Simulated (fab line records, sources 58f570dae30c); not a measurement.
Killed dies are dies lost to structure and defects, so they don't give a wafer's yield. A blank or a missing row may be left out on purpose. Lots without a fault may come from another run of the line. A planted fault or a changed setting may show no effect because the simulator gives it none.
Which tool did it? | flow berkeley_cmos170 | 15 lots, 41 wafers sampled, at 2 steps of a route of 331

WHAT THE GAUGES READ, wafer by wafer
UCB170_NSD_CD_MEAS_06: target cd 1200 nm. Usual: cd_nm 1199.9 nm, standard deviation 1.6.
lot  | measured     | on        | cd_nm (nm)           | flag
L752 | day 8 08:47  | cd_sem-01 | 1202.0 1200.9 1201.4 |
L751 | day 8 09:07  | cd_sem-02 | 1202.0 1201.3 1201.2 |
L750 | day 8 09:08  | cd_sem-01 | 1199.9 1200.6 1201.3 |
L754 | day 8 17:05  | cd_sem-01 | 1201.8 1200.2 1200.9 |
L753 | day 8 17:18  | cd_sem-02 | 1200.1 1200.6 1200.2 |
L756 | day 9 11:37  | cd_sem-01 | 1200.1 1200.7 1199.5 |
L758 | day 9 20:31  | cd_sem-01 | 1199.6 1198.7 1200.6 |
L757 | day 9 20:47  | cd_sem-01 | 1200.7 1200.5 1200.4 |
L760 | day 10 05:53 | cd_sem-01 | 1200.3               |
L762 | day 10 11:11 | cd_sem-02 | 1201.8               |
L763 | day 10 22:35 | cd_sem-02 | 1200.8 1202.1 1201.7 |
L764 | day 10 22:28 | cd_sem-02 | 1201.6 1201.2 1201.0 |
L766 | day 11 08:46 | cd_sem-02 | 1197.4 1197.9 1198.1 |
L768 | day 12 02:10 | cd_sem-02 | 1200.2 1200.0 1200.3 |
L769 | day 12 09:20 | cd_sem-02 | 1198.3 1198.1 1197.1 |

WHICH TOOL RAN EACH LOT (tool, then ch and the chambers of the sampled wafers, then the start)
lot  | UCB170_NLDD_STRIP_10
L752 | plasma_asher-02 ch 0,1, day 7 18:58
L751 | plasma_asher-03 ch 0,1, day 7 19:17
L750 | plasma_asher-04 ch 0,1, day 7 19:29
L754 | plasma_asher-03 ch 0,1, day 8 07:31
L753 | plasma_asher-02 ch 0,1, day 8 07:51
L756 | plasma_asher-02 ch 0,1, day 8 21:11
L758 | plasma_asher-02 ch 0,1, day 9 12:12
L757 | plasma_asher-02 ch 0,1, day 9 13:08
L760 | plasma_asher-03 ch 1, day 9 18:01
L762 | plasma_asher-04 ch 1, day 10 03:17
L763 | plasma_asher-03 ch 0,1, day 10 11:11
L764 | plasma_asher-04 ch 0,1, day 10 11:45
L766 | plasma_asher-02 ch 0,1, day 11 01:31
L768 | plasma_asher-04 ch 0,1, day 11 15:46
L769 | plasma_asher-02 ch 0,1, day 12 01:20
- UCB170_NLDD_STRIP_10: strips in O2.

WHAT THE TOOLS THEMSELVES READ (means of the sampled wafers that have a number; where no wafer has one, the mark that the record gives instead)
UCB170_NLDD_STRIP_10. Usual: drypump_motor_current_A 5.7 A, standard deviation 0.31; oes_product_au 0.734 a.u., standard deviation 0.0048; strip_time_to_endpoint_s 21.63 s, standard deviation 0.066.
lot  | tool            | drypump_motor_current_A (A) | oes_product_au (a.u.) | strip_time_to_endpoint_s (s) | flag
L752 | plasma_asher-02 | 5.9                         | 0.736                 | 21.59                        |
L751 | plasma_asher-03 | 5.5                         | 0.733                 | 21.62                        |
L750 | plasma_asher-04 | 5.7                         | 0.736                 | 21.58                        |
L754 | plasma_asher-03 | 5.5                         | 0.740                 | 21.58                        |
L753 | plasma_asher-02 | 5.9                         | 0.735                 | 21.63                        |
L756 | plasma_asher-02 | 6.0                         | 0.731                 | 21.70                        |
L758 | plasma_asher-02 | 6.0                         | 0.740                 | 21.61                        |
L757 | plasma_asher-02 | 5.8                         | 0.733                 | 21.70                        |
L760 | plasma_asher-03 | 5.6                         | 0.734                 | 21.68                        |
L762 | plasma_asher-04 | 5.2                         | 0.728                 | 21.63                        |
L763 | plasma_asher-03 | 5.5                         | 0.736                 | 21.69                        |
L764 | plasma_asher-04 | 5.4                         | 0.729                 | 21.54                        |
L766 | plasma_asher-02 | 6.0                         | 0.733                 | 21.64                        |
L768 | plasma_asher-04 | 5.4                         | 0.736                 | 21.62                        |
L769 | plasma_asher-02 | 5.9                         | 0.739                 | 21.65                        |

THE ANSWER, worked out from the rows above alone
Rule: a lot is off if the mean of its wafers that have a number lies more than 3 standard deviations from the usual mean. A lot without any number at a reading at which 4 lots or more have one is off too. The other lots that the step has rows for count as sound. The gauges are gone through in route order, then the tools' own readings, and for those a lot's mean is taken as printed above. The first step at which some lot is off is used, and at that step the reading that is off furthest; a lot without a number counts as furthest.
No lot is off at any reading shown: from this, nothing can be told.

WHAT THE SIMULATOR HAD PUT IN
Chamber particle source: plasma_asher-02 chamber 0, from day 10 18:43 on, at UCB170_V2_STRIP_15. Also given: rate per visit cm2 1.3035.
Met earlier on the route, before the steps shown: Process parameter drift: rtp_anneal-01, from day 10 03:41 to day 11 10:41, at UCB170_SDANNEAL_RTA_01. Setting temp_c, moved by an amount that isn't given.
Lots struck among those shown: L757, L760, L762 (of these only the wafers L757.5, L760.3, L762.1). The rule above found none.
